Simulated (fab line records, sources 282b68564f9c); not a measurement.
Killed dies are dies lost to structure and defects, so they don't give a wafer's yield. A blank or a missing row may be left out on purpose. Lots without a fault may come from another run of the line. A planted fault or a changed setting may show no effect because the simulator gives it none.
Which tool did it? | flow rit_cmos | 15 lots, 45 wafers sampled, at 1 step of a route of 202

WHAT THE GAUGES READ, wafer by wafer
The record holds no reading of a measuring or inspecting step that can be judged against a usual standard deviation.

WHICH TOOL RAN EACH LOT (tool, then ch and the chambers of the sampled wafers, then the start)
lot  | RIT_SPACER_ETCHBACK_05
L191 | rie_diel-01 ch 0,1,3, day 3 22:23
L193 | rie_diel-04 ch 0,1, day 4 14:54
L194 | rie_diel-03 ch 1,2,3, day 4 17:30
L195 | rie_diel-01 ch 2,3, day 4 23:14
L196 | rie_diel-03 ch 1,2, day 4 23:25
L200 | rie_diel-03 ch 0,1, day 5 22:35
L199 | rie_diel-03 ch 0,1, day 6 02:19
L201 | rie_diel-04 ch 2,3, day 6 02:19
L203 | rie_diel-04 ch 0,1,3, day 6 08:07
L202 | rie_diel-03 ch 0,1, day 6 08:16
L204 | rie_diel-03 ch 0,1, day 6 11:26
L205 | rie_diel-01 ch 0,1,2, day 6 11:50
L207 | rie_diel-03 ch 0,3, day 6 21:11
L212 | rie_diel-04 ch 0,1,2, day 7 16:17
L213 | rie_diel-01 ch 0,1,3, day 7 22:46
- RIT_SPACER_ETCHBACK_05: etches Si3N4 in SF6/CHF3, stops on SiO2, target depth 250 nm, time 240 s.

WHAT THE TOOLS THEMSELVES READ (means of the sampled wafers that have a number; where no wafer has one, the mark that the record gives instead)
RIT_SPACER_ETCHBACK_05.
lot  | tool        | drypump_motor_current_A (A) | oes_product_au (a.u.) | run_length_s (s) | throttle_valve_pct (%)
L191 | rie_diel-01 | 5.5                         | 0.837                 | 268.2            | 10.18
L193 | rie_diel-04 | 6.1                         | 0.846                 | 268.1            | 10.50
L194 | rie_diel-03 | 5.3                         | 0.822                 | 268.3            | 10.38
L195 | rie_diel-01 | 6.1                         | 0.841                 | 268.0            | 10.26
L196 | rie_diel-03 | 5.6                         | 0.832                 | 268.4            | 10.49
L200 | rie_diel-03 | 5.4                         | 0.836                 | 268.9            | 10.44
L199 | rie_diel-03 | 5.3                         | 0.836                 | 268.6            | 10.37
L201 | rie_diel-04 | 5.9                         | 0.845                 | 267.7            | 10.38
L203 | rie_diel-04 | 5.9                         | 0.832                 | 268.1            | 10.42
L202 | rie_diel-03 | 5.4                         | 0.678                 | 365.0            | 10.39
L204 | rie_diel-03 | 5.3                         | 0.663                 | 364.7            | 10.31
L205 | rie_diel-01 | 5.7                         | 0.837                 | 268.5            | 10.24
L207 | rie_diel-03 | 5.0                         | 0.653                 | 364.4            | 10.19
L212 | rie_diel-04 | 6.0                         | 0.841                 | 268.2            | 10.43
L213 | rie_diel-01 | 5.5                         | 0.828                 | 268.3            | 10.19

THE ANSWER, worked out from the rows above alone
Rule: what is usual is taken from the lots themselves. Put in order of their means at a reading, lots are off if they are a third of the lots or fewer, leave a main group of 4 or more, and stand apart from it by a gap of 3 or more times the standard deviation of the main group's means; of several such gaps the widest counts. A main group whose means are all the same, to the digits that the tables above print for the reading, isn't used. A lot without any number at a reading at which 4 lots or more have one is off too. The other lots that the step has rows for count as sound. The gauges are gone through in route order, then the tools' own readings, and for those a lot's mean is taken as printed above. The first step at which some lot is off is used, and at that step the reading that is off furthest; a lot without a number counts as furthest.
Off: L202, L204, L207, at RIT_SPACER_ETCHBACK_05 (run_length_s). The main group: mean 268.3 s, standard deviation 0.29.
A tool fits if, at that step or a process step before it, it ran every lot that is off, and no sound lot after the first of them. One fits: rie_diel-03 at RIT_SPACER_ETCHBACK_05. Its last sound lot is L199 (day 6 02:19), its first lot that is off L202 (day 6 08:16): a fault that began between those two fits.
The tool's own readings at RIT_SPACER_ETCHBACK_05 bear it out: on the lots that are off they differ by more than 5 times the standard deviation of the sound lots' means. oes_product_au reads 0.665 a.u. there against 0.836 a.u. on the sound lots; run_length_s reads 364.7 s there against 268.3 s on the sound lots.

WHAT THE SIMULATOR HAD PUT IN
Process parameter drift: rie_diel-03, from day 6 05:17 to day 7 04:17, at RIT_SPACER_ETCHBACK_05. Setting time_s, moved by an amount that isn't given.
Lots struck among those shown: L202, L204, L207. The rule above found the same.
